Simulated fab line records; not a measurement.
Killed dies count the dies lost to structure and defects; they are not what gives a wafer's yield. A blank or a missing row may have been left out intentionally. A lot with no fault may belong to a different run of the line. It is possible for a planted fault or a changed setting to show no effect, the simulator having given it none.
fab line records	flow ritCmos
[record] lots = 6	wafers = 18	lastDay = 7
route steps=202 shown NSD@131 PSD@142 M1@202
lots untouched by any fault: they come from a run of this same line in which no faults occurred
startH: hours from the record's opening day to when the first of the lot's shown wafers began	waitH: how many hours have passed since the lot's step before this one	" unchanged from the row above	L1.1+2: one row covering several wafers at once	- no value, or no start given	* or withheld: withheld	< > ~ a bound
route shown NAME@n: NAME is a module with steps in the file, n the number in the route of the first one	usual: the fault-free wafers' mean and standard deviation	same: alike in all rows	chamber/n: place in a boat	sites: readings site by site	_std_site: their standard deviation	_edge_site: mean of outer sites minus mean of inner sites	radiusMm: how far each site lies from the wafer's centre	mask NAME#n: copy n	behind: the last tool/chamber to shape the wafer	hold: reason for holding the lot/hours on hold/outcome of the hold	device: names the non-switching transistor (n, p or np)	end of line: the tests these same wafers got at the end of their route	for a step that has no rows: nothing shown but its recipe	killed: dies lost to structure and defects at the first sort, not the wafer's yield	map: dies across one wafer; x = killed, . = not, _ = none there
set.NAME: the setting as run; set.NAME@STEP: as run at that earlier step	model.NAME: the simulator's own value behind a step, which no gauge read
certain route steps with their lots: each step a table, each wafer a row
services: the hour from which a tool's chamber was out of use, counted from the record's first day as startH (under 0 if before that day), plus the number of hours and why
[[steps]]
[step RIT_NSD_HMDS_00]
[recipe] primeTimeS = 60	primeTempC = 140
[step RIT_NSD_COAT_01]
[recipe] resist = NOVOLAK	spinRpm = 3227	resistThkNm = 1000
[step RIT_NSD_SOFTBAKE_02]
[recipe] resist = NOVOLAK	tempC = 90	timeS = 60
[step RIT_NSD_EXPOSE_03]
[recipe] maskId = M9	na = 0.57	targetCdNm = 40700	doseMj = 250
[step RIT_NSD_PEB_04]
[recipe] resist = NOVOLAK	tempC = withheld	timeS = withheld
[step RIT_NSD_DEVELOP_05]
[recipe] resist = NOVOLAK	developTimeS = 50	devTempC = 23
[step RIT_NSD_OVL_MEAS_06]
[usual] NSD_OVL = 0.6/1.4
lot.wafer	tool	chamber	startH	waitH	NSD_OVL[nm]
L135.1	overlay-01	-	50.40	-	-1.6
L135.2	"	-	"	"	-0.7
L135.4	"	-	"	"	-1.0
L149.4	overlay-01	-	118.45	-	0.1
L149.5	"	-	"	"	0.8
L149.6	"	-	"	"	-1.4
L152.1	overlay-02	-	138.40	-	-1.1
L152.3	"	-	"	"	1.9
L152.5	"	-	"	"	-0.4
L154.1	overlay-01	-	142.93	-	-0.9
L154.2	"	-	"	"	-0.1
L154.3	"	-	"	"	-0.3
L156.2	overlay-01	-	158.12	-	0.4
L156.3	"	-	"	"	1.2
L156.4	"	-	"	"	1.2
L157.1	overlay-01	-	162.37	-	1.5
L157.3	"	-	"	"	2.3
L157.5	"	-	"	"	1.7
[step RIT_NSD_HARDBAKE_07]
[recipe] resist = NOVOLAK	tempC = 140	timeS = 60
[step RIT_NSD_IMPLANT_08]
[recipe] species = P	energyKev = 25	doseCm2 = 1e+15	tiltDeg = 7
[step RIT_NSD_STRIP_09]
[recipe] chemistry = O2	timeS = 180	resist = NOVOLAK	platenTempC = withheld	powerW = 500	pressureMtorr = 4000	o2FlowSccm = 4000
[usual] drypumpMotorCurrentA = 5.8/0.34
lot.wafer	tool	chamber	startH	waitH	drypumpMotorCurrentA	rfHoursCounterH
L135.1	plasmaAsher-03	1	50.74	0.1	4.8	23
L135.2	"	0	"	"	6.4	23
L135.4	"	1	"	"	4.9	-
L149.4	plasmaAsher-04	0	118.83	0.1	6.0	-
L149.5	"	1	"	"	5.8	-
L149.6	"	0	"	"	6.0	-
L152.1	plasmaAsher-04	0	138.73	0.1	6.0	55
L152.3	"	1	"	"	5.8	-
L152.5	"	1	"	"	5.8	-
L154.1	plasmaAsher-02	1	143.26	0.1	5.7	3
L154.2	"	0	"	"	5.7	3
L154.3	"	1	"	"	5.8	-
L156.2	plasmaAsher-02	0	158.45	0.1	5.7	5
L156.3	"	0	"	"	5.7	-
L156.4	"	1	"	"	5.7	-
L157.1	plasmaAsher-04	0	162.70	0.1	6.0	57
L157.3	"	0	"	"	6.0	-
L157.5	"	0	"	"	6.0	-
[step RIT_NSD_TW_MEAS_10]
[usual] NSD_TW = 3173/18
lot.wafer	tool	chamber	startH	waitH	NSD_TW
L135.1	filmMetro-02	-	50.91	0.1	3160
L135.2	"	-	"	"	3158
L135.4	"	-	"	"	3159
L149.4	filmMetro-04	-	118.97	0.1	3204
L149.5	"	-	"	"	3194
L149.6	"	-	"	"	3173
L152.1	filmMetro-04	-	138.91	0.1	3204
L152.3	"	-	"	"	3186
L152.5	"	-	"	"	3190
L154.1	filmMetro-03	-	143.44	0.1	3163
L154.2	"	-	"	"	3149
L154.3	"	-	"	"	3165
L156.2	filmMetro-02	-	158.63	0.1	3161
L156.3	"	-	"	"	3177
L156.4	"	-	"	"	3190
L157.1	filmMetro-04	-	162.88	0.1	3181
L157.3	"	-	"	"	3195
L157.5	"	-	"	"	3190
[step RIT_PSD_HMDS_00]
[recipe] primeTimeS = 60	primeTempC = 140
[step RIT_PSD_COAT_01]
[recipe] resist = NOVOLAK	spinRpm = 3250	resistThkNm = 1000
[usual] spinSpeedRpm = 3249.6/2.1
lot.wafer	tool	chamber	startH	waitH	spinSpeedRpm	model.NOVOLAK_of_PSD_COAT_01.thkNm
L135.1	lithoTrack-04	0	51.12	0.1	3250.0	1003
L135.2	"	0	"	"	3249.2	1007
L135.4	"	0	"	"	3249.1	1004
L149.4	lithoTrack-04	0	119.23	0.1	3943.9	914.1
L149.5	"	0	"	"	3946.8	911.3
L149.6	"	0	"	"	3941.8	910
L152.1	lithoTrack-04	0	139.12	0.1	3942.2	908.5
L152.3	"	0	"	"	3944.3	911.7
L152.5	"	0	"	"	3940.6	909.7
L154.1	lithoTrack-02	0	143.65	0.1	3250.3	1000
L154.2	"	0	"	"	3253.4	997.8
L154.3	"	0	"	"	3250.3	1001
L156.2	lithoTrack-02	0	158.89	0.1	3251.9	998.3
L156.3	"	0	"	"	3250.7	1001
L156.4	"	0	"	"	3249.1	1003
L157.1	lithoTrack-02	0	163.09	0.1	3253.5	998.1
L157.3	"	0	"	"	3250.7	999.7
L157.5	"	0	"	"	3252.1	998.8
[step RIT_PSD_SOFTBAKE_02]
[recipe] resist = NOVOLAK	tempC = 88.81	timeS = 60
[step RIT_PSD_EXPOSE_03]
[recipe] maskId = M10	na = 0.57	targetCdNm = 40900	doseMj = 250
[step RIT_PSD_PEB_04]
[recipe] resist = NOVOLAK	tempC = withheld	timeS = withheld
[step RIT_PSD_DEVELOP_05]
[recipe] resist = NOVOLAK	developTimeS = 50	devTempC = 23
[step RIT_PSD_OVL_MEAS_06]
[usual] PSD_OVL = -0.1/1.3
lot.wafer	tool	chamber	startH	waitH	PSD_OVL[nm]
L135.1	overlay-01	-	51.85	-	-1.6
L135.2	"	-	"	"	0.0
L135.4	"	-	"	"	-0.4
L149.4	overlay-02	-	119.87	-	0.8
L149.5	"	-	"	"	-2.9
L149.6	"	-	"	"	-1.8
L152.1	overlay-01	-	139.82	-	0.5
L152.3	"	-	"	"	1.0
L152.5	"	-	"	"	-1.1
L154.1	overlay-01	-	144.35	-	1.2
L154.2	"	-	"	"	1.9
L154.3	"	-	"	"	0.0
L156.2	overlay-01	-	159.69	-	-1.8
L156.3	"	-	"	"	-1.0
L156.4	"	-	"	"	0.4
L157.1	overlay-01	-	163.91	-	0.9
L157.3	"	-	"	"	0.8
L157.5	"	-	"	"	1.0
[step RIT_PSD_HARDBAKE_07]
[recipe] resist = NOVOLAK	tempC = 140	timeS = 60
lot.wafer	tool	chamber	startH	waitH	model.NOVOLAK_of_PSD_COAT_01.thkNm
L135.1	lithoTrack-03	0	51.89	0.0	886.3
L135.2	"	0	"	"	889.6
L135.4	"	0	"	"	887.5
L149.4	lithoTrack-04	0	119.96	0.1	808.6
L149.5	"	0	"	"	806.2
L149.6	"	0	"	"	805
L152.1	lithoTrack-04	0	139.86	0.0	803.6
L152.3	"	0	"	"	806.5
L152.5	"	0	"	"	804.8
L154.1	lithoTrack-03	0	144.38	0.0	883.8
L154.2	"	0	"	"	881.9
L154.3	"	0	"	"	885.1
L156.2	lithoTrack-03	0	159.75	0.0	882.3
L156.3	"	0	"	"	884.5
L156.4	"	0	"	"	886.1
L157.1	lithoTrack-03	0	163.95	0.0	882
L157.3	"	0	"	"	883.5
L157.5	"	0	"	"	882.7
[step RIT_PSD_IMPLANT_08]
[recipe] species = BF2	energyKev = 27	doseCm2 = 5e+15	tiltDeg = 7
[step RIT_M1_PROBE_99]
[usual] killedAtFrontEnd = 7/3.3	killedDies = 7/3.3	killedOpen = 3.3/1.9	killedShort = 3.6/2.1
[same] grossDies = 264	killed_at_M0_to_M3 = 0	killed_at_M4_up = 0	killedAtBackSide = 0	killedAtContacts = 0	killedAtOther = 0
lot.wafer	tool	chamber	startH	waitH	killedAtFrontEnd	killedDies	killedOpen	killedShort
L135.1	prober-01	-	60.11	0.1	8	8	6	2
L135.2	prober-01	-	60.16	0.1	15	15	8	7
L135.4	prober-01	-	60.26	0.2	13	13	9	4
L149.4	prober-01	-	128.55	0.2	7	7	5	2
L149.5	prober-01	-	128.60	0.2	9	9	3	6
L149.6	prober-01	-	128.65	0.2	8	8	4	4
L154.1	prober-02	-	152.75	0.1	8	8	3	5
L154.2	prober-02	-	152.80	0.1	4	4	1	3
L154.3	prober-02	-	152.85	0.2	7	7	4	3
L156.2	prober-02	-	168.27	0.1	6	6	5	1
L156.3	prober-02	-	168.32	0.2	4	4	2	2
L156.4	prober-02	-	168.37	0.2	8	8	5	3
// killed by level:class
L135.1 GATE:geometricParticle:open=5 GATE:geometricParticle:short=1 REOX:geometricParticle:open=1 REOX:geometricParticle:short=1
L135.2 GATE:geometricParticle:open=4 GATE:geometricParticle:short=4 FOX1:geometricParticle:short=3 SPACER:geometricParticle:open=2 FOX2:geometricParticle:open=1 REOX:geometricParticle:open=1
L135.4 GATE:geometricParticle:open=7 GATE:geometricParticle:short=2 FOX2:geometricParticle:open=1 FOX2:geometricParticle:short=1 REOX:geometricParticle:open=1 REOX:geometricParticle:short=1
L149.4 FOX1:geometricParticle:open=3 FOX2:geometricParticle:short=1 GATE:geometricParticle:open=1 REOX:geometricParticle:open=1 SPACER:geometricParticle:short=1
L149.5 FOX1:geometricParticle:short=2 GATE:geometricParticle:short=2 GATE:geometricParticle:open=2 FOX1:geometricParticle:open=1 REOX:geometricParticle:short=1 SPACER:geometricParticle:short=1
L149.6 FOX1:geometricParticle:open=2 FOX1:geometricParticle:short=1 FOX2:geometricParticle:short=1 GATE:geometricParticle:short=1 GATE:geometricParticle:open=1 SPACER:geometricParticle:open=1 SPACER:geometricParticle:short=1
L154.1 GATE:geometricParticle:short=4 GATE:geometricParticle:open=2 REOX:geometricParticle:short=1 SPACER:geometricParticle:open=1
L154.2 GATE:geometricParticle:short=3 GATE:geometricParticle:open=1
L154.3 GATE:geometricParticle:open=2 REOX:geometricParticle:short=2 GATE:geometricParticle:short=1 REOX:geometricParticle:open=1 SPACER:geometricParticle:open=1
L156.2 GATE:geometricParticle:open=2 FOX1:geometricParticle:open=1 FOX2:geometricParticle:open=1 GATE:geometricParticle:short=1 REOX:geometricParticle:open=1
L156.3 GATE:geometricParticle:short=2 GATE:geometricParticle:open=1 REOX:geometricParticle:open=1
L156.4 GATE:geometricParticle:open=3 GATE:geometricParticle:short=2 REOX:geometricParticle:short=1 SPACER:geometricParticle:open=1 SILICIDE:geometricParticle:open=1
[[services]]
tool	chamber	startH	hours	kind
plasmaAsher-04	-	32.25	2.2	repair
plasmaAsher-03	-	41.25	0.8	repair
plasmaAsher-03	-	99.91	28.1	pm
plasmaAsher-02	-	108.75	9.0	pm
plasmaAsher-02	0	108.75	9.0	ventCycle
plasmaAsher-02	1	108.75	9.0	ventCycle
plasmaAsher-02	0	117.75	-	clean
plasmaAsher-02	1	117.75	-	clean
plasmaAsher-03	-	136.23	5.4	repair
[[key]]
[firstSign] step = RIT_PSD_COAT_01	reading = spinSpeedRpm	direction = up	sigmas = 99+	usual = 3249.6	struck = 3943.3
effect none on later readings
[modelEffect] step = RIT_PSD_COAT_01	value = NOVOLAK_of_PSD_COAT_01.thkNm	without = 1003	struck = 910.9
[modelEffect] step = RIT_PSD_HARDBAKE_07	value = NOVOLAK_of_PSD_COAT_01.thkNm	without = 886.8	struck = 805.8
metAt RIT_PSD_COAT_01
struckWafers L149.4,L149.5,L149.6,L152.1,L152.3,L152.5
testerLeftOut L149,L152
onsetBetween 51.12 119.23
[fault] kind = processParameterDrift	tool = lithoTrack-04	chamber = -	onsetH = 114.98	steps = RIT_PSD_COAT_01	channel = spinRpm	offset = 694.32	shape = step	endH = 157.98	actsIn = theseRecipesOnly	stated = 3250
// testerLeftOut: of these lots the tester's yield and bins aren't shown, on N5 and GAA mostly nor the transistor test; their killed dies are dies lost to structure and defects alone, not to doping, threshold or leakage, so they don't give the yield
